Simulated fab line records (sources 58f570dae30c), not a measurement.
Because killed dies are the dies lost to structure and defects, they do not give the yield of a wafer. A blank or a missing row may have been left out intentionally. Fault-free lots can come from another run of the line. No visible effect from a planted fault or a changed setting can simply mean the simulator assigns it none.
Which tool was responsible? | flow berkeley-cmos170 | 14 lots with 42 wafers sampled at 5 steps, on a route of 331 steps

WHAT EACH GAUGE READ, for each wafer
UCB170_SILICIDE_THK_MEAS_03: measures by xrf.
lot  | measured     | on            | SILICIDE_TI_THK (nm)
L179 | day 7 16:22  | film-metro-01 | 29.4 30.1 29.5
L180 | day 8 06:16  | film-metro-04 | 30.0 30.2 30.1
L182 | day 8 16:15  | film-metro-03 | 30.4 30.0 30.5
L185 | day 8 23:11  | film-metro-01 | 29.8 30.2 29.9
L188 | day 9 12:05  | film-metro-03 | 30.3 30.1 30.3
L187 | day 9 12:25  | film-metro-03 | 30.3 29.7 29.8
L184 | day 9 12:32  | film-metro-01 | 29.7 29.9 29.2
L189 | day 10 02:38 | film-metro-03 | 30.0 29.9 30.0
L192 | day 11 01:57 | film-metro-01 | 29.3 29.5 28.8
L193 | day 11 12:00 | film-metro-03 | 29.8 29.8 30.1
L195 | day 11 12:25 | film-metro-04 | 29.6 29.5 29.7
L200 | day 13 02:01 | film-metro-01 | 29.4 30.2 29.9
L201 | day 13 02:22 | film-metro-04 | 29.4 29.7 29.6
L199 | day 13 02:47 | film-metro-03 | 30.0 30.1 30.5

UCB170_M1_RS_MEAS_01: measurement is done with a four-point probe.
lot  | measured     | on            | M1_AL_RS (ohm/sq)
L179 | day 7 23:05  | film-metro-01 | 0.0469 0.0476 0.0474
L180 | day 8 12:13  | film-metro-04 | 0.0481 0.0488 0.0482
L182 | day 9 00:57  | film-metro-01 | 0.0486 0.0488 0.0487
L185 | day 9 09:04  | film-metro-02 | 0.0493 0.0493 0.0494
L188 | day 9 19:16  | film-metro-01 | 0.0498 0.0495 0.0496
L187 | day 9 19:26  | film-metro-04 | 0.0482 0.0480 0.0476
L184 | day 9 19:56  | film-metro-01 | 0.0273 0.0272 0.0273
L189 | day 10 07:14 | film-metro-02 | 0.0273 0.0271 0.0271
L192 | day 11 08:10 | film-metro-01 | 0.0487 0.0484 0.0489
L193 | day 11 17:56 | film-metro-04 | 0.0480 0.0486 0.0491
L195 | day 11 18:13 | film-metro-01 | 0.0468 0.0466 0.0474
L200 | day 13 09:47 | film-metro-01 | 0.0477 0.0482 0.0486
L201 | day 13 10:00 | film-metro-02 | 0.0478 0.0488 0.0481
L199 | day 13 10:29 | film-metro-01 | 0.0487 0.0496 0.0490

UCB170_M1_THK_MEAS_02: measures by xrf.
lot  | measured     | on            | M1_AL_THK (nm)
L179 | day 7 23:12  | film-metro-01 | 626 619 621
L180 | day 8 12:19  | film-metro-04 | 604 595 601
L182 | day 9 01:04  | film-metro-01 | 602 597 600
L185 | day 9 09:10  | film-metro-02 | 592 592 594
L188 | day 9 19:22  | film-metro-01 | 589 592 591
L187 | day 9 19:32  | film-metro-04 | 603 605 610
L184 | day 9 20:03  | film-metro-01 | 1063 1070 1068
L189 | day 10 07:21 | film-metro-02 | 1063 1068 1068
L192 | day 11 08:17 | film-metro-01 | 599 606 597
L193 | day 11 18:03 | film-metro-04 | 602 601 595
L195 | day 11 18:20 | film-metro-01 | 624 626 618
L200 | day 13 09:53 | film-metro-01 | 612 600 598
L201 | day 13 10:07 | film-metro-02 | 611 601 607
L199 | day 13 10:36 | film-metro-01 | 599 586 595

UCB170_M1_OVL_MEAS_10.
lot  | measured     | on         | M1_OVL (nm)
L179 | day 8 00:35  | overlay-01 | 1 0 -4
L180 | day 8 13:55  | overlay-02 | -1 -5 -5
L182 | day 9 02:25  | overlay-02 | 5 1 -6
L185 | day 9 10:43  | overlay-01 | 5 5 7
L188 | day 9 20:23  | overlay-02 | 8 10 1
L187 | day 9 21:22  | overlay-01 | 8 9 -2
L184 | day 9 22:13  | overlay-01 | 9 6 5
L189 | day 10 08:22 | overlay-01 | 0 4 -4
L192 | day 11 09:28 | overlay-01 | -9 -14 -10
L193 | day 11 19:11 | overlay-02 | 3 -3 7
L195 | day 11 19:52 | overlay-01 | 6 3 -4
L200 | day 13 10:55 | overlay-01 | 0 9 -1
L201 | day 13 11:43 | overlay-01 | 6 3 8
L199 | day 13 12:12 | overlay-01 | 4 -3 9

EACH LOT AND THE TOOL THAT RAN IT (in order: tool; ch and the chambers of the sampled wafers; start)
lot  | UCB170_M1_SPUTTER_00
L179 | pvd-sputter-04, day 7 23:01
L180 | pvd-sputter-01, day 8 12:08
L182 | pvd-sputter-03, day 9 00:53
L185 | pvd-sputter-03, day 9 08:57
L188 | pvd-sputter-03, day 9 19:10
L187 | pvd-sputter-04, day 9 19:21
L184 | pvd-sputter-03, day 9 19:52
L189 | pvd-sputter-03, day 10 07:10
L192 | pvd-sputter-01, day 11 08:07
L193 | pvd-sputter-04, day 11 17:52
L195 | pvd-sputter-01, day 11 18:10
L200 | pvd-sputter-03, day 13 09:42
L201 | pvd-sputter-04, day 13 09:56
L199 | pvd-sputter-03, day 13 10:25
- UCB170_M1_SPUTTER_00: material Al, target thk 600 nm, time 80 s.

AS READ BY THE TOOLS THEMSELVES (means over the sampled wafers that have a number; for cases with no such wafer, the mark the record gives instead)
UCB170_M1_SPUTTER_00.
lot  | tool           | throttle-valve-pct (%)
L179 | pvd-sputter-04 | 30.2
L180 | pvd-sputter-01 | 29.7
L182 | pvd-sputter-03 | 28.4
L185 | pvd-sputter-03 | 30.5
L188 | pvd-sputter-03 | 30.5
L187 | pvd-sputter-04 | 29.7
L184 | pvd-sputter-03 | 29.7
L189 | pvd-sputter-03 | 29.7
L192 | pvd-sputter-01 | 30.3
L193 | pvd-sputter-04 | 29.9
L195 | pvd-sputter-01 | 30.1
L200 | pvd-sputter-03 | 29.0
L201 | pvd-sputter-04 | 29.3
L199 | pvd-sputter-03 | 28.8

THE ANSWER, worked out from the rows above alone
Rule: the usual values come from the lots themselves. The widest of any qualifying gaps counts: lots, ordered by their means at a reading, are off when they make up no more than a third of the lots, leave a main group of 4 or more, and stand apart from it by 3 or more times the standard deviation of that group's means. If all means in a main group match to the digits the tables above print for the reading, that group is not used. A lot without any number at a reading at which 4 lots or more have one is off too. Any other lot the step has rows for is counted as sound. First the gauges in route order, then the tools' own readings, where a lot's mean is used as printed above. At the first step where some lot is off, the reading lying furthest off is the one used; lots without a number count as furthest.
Off: L184, L189, at UCB170_M1_RS_MEAS_01 (M1_AL_RS). For the main group the mean is 0.0484 ohm/sq and the standard deviation 0.00075.
A tool fits if, at a process step before that reading, it ran every lot that is off, and no sound lot after the first of them. The gauges at UCB170_M1_RS_MEAS_01 are tried like those tools. Of those tried, none fits.

WHAT THE SIMULATOR HAD PUT IN
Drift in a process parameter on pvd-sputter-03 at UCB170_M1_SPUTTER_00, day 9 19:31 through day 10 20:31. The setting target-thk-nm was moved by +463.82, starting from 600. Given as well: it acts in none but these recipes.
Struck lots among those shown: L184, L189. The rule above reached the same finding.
